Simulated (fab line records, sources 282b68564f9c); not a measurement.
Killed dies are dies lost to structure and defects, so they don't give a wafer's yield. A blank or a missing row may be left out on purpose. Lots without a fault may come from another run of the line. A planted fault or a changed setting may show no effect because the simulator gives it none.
Which tool did it? | flow rit_cmos | 12 lots, 36 wafers sampled, at 2 steps of a route of 202

WHAT THE GAUGES READ, wafer by wafer
The record holds no reading of a measuring or inspecting step that can be judged against a usual standard deviation.

WHICH TOOL RAN EACH LOT (tool, then ch and the chambers of the sampled wafers, then the start)
lot  | RIT_SILICIDE_SPUTTER_01     | RIT_M1_PROBE_99
L847 | pvd_sputter-04, day 3 02:33 | -
L848 | pvd_sputter-01, day 3 05:56 | -
L849 | pvd_sputter-04, day 3 13:09 | -
L850 | pvd_sputter-04, day 3 16:29 | -
L851 | pvd_sputter-03, day 3 22:05 | -
L852 | pvd_sputter-04, day 4 02:39 | -
L857 | pvd_sputter-04, day 5 06:00 | prober-01, day 5 13:41
L863 | pvd_sputter-01, day 6 21:19 | -
L864 | pvd_sputter-03, day 6 21:49 | -
L866 | pvd_sputter-01, day 7 10:06 | -
L868 | pvd_sputter-01, day 7 17:23 | -
L870 | pvd_sputter-03, day 7 22:29 | -
- RIT_SILICIDE_SPUTTER_01: material Ti, target thk 30 nm, time 240 s.
- RIT_M1_PROBE_99

WHAT THE TOOLS THEMSELVES READ (means of the sampled wafers that have a number; where no wafer has one, the mark that the record gives instead)
RIT_SILICIDE_SPUTTER_01.
lot  | tool           | throttle_valve_pct (%)
L847 | pvd_sputter-04 | 29.6
L848 | pvd_sputter-01 | 30.7
L849 | pvd_sputter-04 | 30.6
L850 | pvd_sputter-04 | 29.3
L851 | pvd_sputter-03 | 29.8
L852 | pvd_sputter-04 | 30.3
L857 | pvd_sputter-04 | 29.9
L863 | pvd_sputter-01 | 30.0
L864 | pvd_sputter-03 | 29.8
L866 | pvd_sputter-01 | 30.6
L868 | pvd_sputter-01 | 30.6
L870 | pvd_sputter-03 | 30.0

RIT_M1_PROBE_99.
lot  | tool      | killed_at_M0_to_M3 | killed_at_contacts | killed_at_front_end | killed_dies | killed_open | killed_short
L857 | prober-01 | 0.0                | 0.0                | 9.0                 | 9.0         | 3.3         | 2.3

THE ANSWER, worked out from the rows above alone
Rule: what is usual is taken from the lots themselves. Put in order of their means at a reading, lots are off if they are a third of the lots or fewer, leave a main group of 4 or more, and stand apart from it by a gap of 3 or more times the standard deviation of the main group's means; of several such gaps the widest counts. A main group whose means are all the same, to the digits that the tables above print for the reading, isn't used. A lot without any number at a reading at which 4 lots or more have one is off too. The other lots that the step has rows for count as sound. The gauges are gone through in route order, then the tools' own readings, and for those a lot's mean is taken as printed above. The first step at which some lot is off is used, and at that step the reading that is off furthest; a lot without a number counts as furthest.
No lot is off at any reading shown: from this, nothing can be told.

WHAT THE SIMULATOR HAD PUT IN
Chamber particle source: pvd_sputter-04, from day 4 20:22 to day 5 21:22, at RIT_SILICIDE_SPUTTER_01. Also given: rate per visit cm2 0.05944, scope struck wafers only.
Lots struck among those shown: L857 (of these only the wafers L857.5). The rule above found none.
